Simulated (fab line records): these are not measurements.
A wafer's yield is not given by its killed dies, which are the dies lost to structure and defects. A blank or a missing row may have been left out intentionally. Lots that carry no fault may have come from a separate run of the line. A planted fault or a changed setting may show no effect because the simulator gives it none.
Problem report, 8D (eight disciplines) form, completed by code :: flow ritCmos :: the parts of the form that need people (team, actions taken, sign-off) are left out

1. WHAT IS WRONG
Across 9 wafers from 3 lots, PSD_RS at RIT_SDANNEAL_RS_MEAS_04 averages 121.3 ohm/sq, while fault-free wafers read 116.0 ohm/sq with a standard deviation of 0.36. That puts it +15 standard deviations away from the usual mean.
The step: measures by four-point-probe.
First observed at day 6 05:06: wafer L392.1, on filmMetro-04. At this step, 45 wafers from 15 lots have a number in the record. The rule behind "out" and "out of limits": a value lying over 4 standard deviations away from the usual mean. The rest of the wafers with a number are treated as sound.

2. WHAT THIS IS AND IS NOT
question: which readings at this step
is: PSD_RS
is not: -

question: which lots
is: L392, L394, L396
is not: L378, L379, L381, L382, L383, L384, L386, L387, L391, L397, L399, L401

question: which wafers of those lots
is: all that have a number
is not: -

question: read on which gauges
is: filmMetro-02, filmMetro-04
is not: filmMetro-03

question: when
is: from day 6 05:06
is not: up to then (27 sound wafers); but 9 sound wafers of L397, L399, L401 came after

3. SUSPECTS, AND WHAT RULES EACH OUT
Counting: a tool at a process step up to the reading stays a suspect if it ran every lot that is out and no sound lot after the first of them.
- ruled out: the gauge at RIT_SDANNEAL_RS_MEAS_04. 2 gauges (filmMetro-02, filmMetro-04) read the wafers that are out.
- rtpAnneal-02 at RIT_SDANNEAL_RTA_03 (time 5 s): kept. All lots that are out passed through it, beginning with L392 at day 6 05:02, and no sound lot followed; its final sound lot before that point was L386 at day 4 22:34. Out on those wafers are its own readings of wafer_temp_C_max.
The count leaves rtpAnneal-02 at RIT_SDANNEAL_RTA_03.

4. THE CAUSE (what the simulator had put in)
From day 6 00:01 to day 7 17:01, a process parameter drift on rtpAnneal-02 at RIT_SDANNEAL_RTA_03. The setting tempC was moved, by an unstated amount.
After counting, this tool was the only one left.

5. SEQUENCE OF EFFECTS, ordered by route
Each row: a reading whose mean over the struck wafers that have a number lies more than 3 standard deviations from the usual. Only readings whose record carries a usual standard deviation are examined. hours: median over the lots of the time between each lot's start at the first step of this table that gives one and its start at this step. sigmas: the change, counted in usual standard deviations.
hours: 0
step: RIT_SDANNEAL_RTA_03
reading: wafer_temp_C_max
usual: 1053.5
on struck wafers: 1045.6
change: -7.9
sigmas: -6.6

hours: 0
step: RIT_SDANNEAL_RS_MEAS_04
reading: PSD_RS
usual: 116.0 ohm/sq
on struck wafers: 121.3
change: +5.3
sigmas: +15

hours: 5
step: RIT_SDANNEAL_RS_MEAS_06
reading: PLDD_RS
usual: 178.4 ohm/sq
on struck wafers: 183.3
change: +4.9
sigmas: +8.4
Process steps it contains:
- RIT_SDANNEAL_RTA_03: time 5 s.
At these later measuring or inspecting steps, every struck wafer for which the step has a row has a number for every such reading, and none has moved that far: RIT_CONTACT_THK_MEAS_01, RIT_M1_OVL_MEAS_10.

6. HOW IT WOULD HAVE BEEN CAUGHT EARLIER
The first out-of-limits reading at a measuring or inspecting step in this record came at day 6 05:06, 5 hours after the fault's start at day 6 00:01.
Tool's own readings at RIT_SDANNEAL_RTA_03, wafer_temp_C_max: out on all struck wafers the step has rows for; an alarm limit on them would have tripped on the first.
Lots out: 3; of these, L394, L396 started RIT_SDANNEAL_RTA_03 on rtpAnneal-02 after day 6 05:06. A hold on the tool at that time would have spared those 2.
